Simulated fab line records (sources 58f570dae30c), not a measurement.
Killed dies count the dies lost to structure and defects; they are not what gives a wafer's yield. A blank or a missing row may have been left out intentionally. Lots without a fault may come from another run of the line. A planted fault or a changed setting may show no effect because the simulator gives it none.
Matching of chambers | flow berkeley cmos170 | UCB170_NWELL_ETCH_13 on rie diel-01 has 4 sister chambers
The step etches Si3N4 in CH3F/Ar/O2, stops on SiO2, target depth 246.4 nm, time 154 s. 4 wafers are shown with their chamber, then 7 later ones without.

WAFERS, EACH WITH ITS CHAMBER
wafer  | chamber | throttle valve pct (%)
L680.2 | 3       | 8.05
L680.3 | 0       | 7.97
L683.1 | 1       | 8.00
L683.2 | 2       | 7.97

WAFERS MISSING THEIR CHAMBER
wafer  | throttle valve pct (%)
L683.6 | 7.96
L688.1 | 8.01
L688.4 | 8.07
L688.5 | 7.95
L690.1 | 8.00
L690.3 | 7.95
L690.5 | 7.96

EACH ONE'S CHAMBER
wafer  | from the rows above     | in truth
L683.6 | can't be placed: 0 or 2 | 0
L688.1 | 1                       | 1
L688.4 | 3                       | 3
L688.5 | can't be placed: 0 or 2 | 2
L690.1 | 1                       | 1
L690.3 | can't be placed: 0 or 2 | 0
L690.5 | can't be placed: 0 or 2 | 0
Placed correctly: 3 of 7. Unplaceable from these rows: 4, with the true chamber sitting among the candidates in 4. Wrongly placed: 0.
How it was worked out, from the rows above alone: a wafer's distance from a chamber is the root of the sum, over the readings, of the square of ((its reading less the chamber's mean) divided by the reading's scatter). The wafer belongs to the nearest chamber; if the next one is less than 2 further off, it can't be placed. Each chamber's mean is taken over the wafers shown for it. The scatter: with one shown wafer a chamber, the root of the mean of the squares of how far each hidden wafer lies from its nearest shown one.
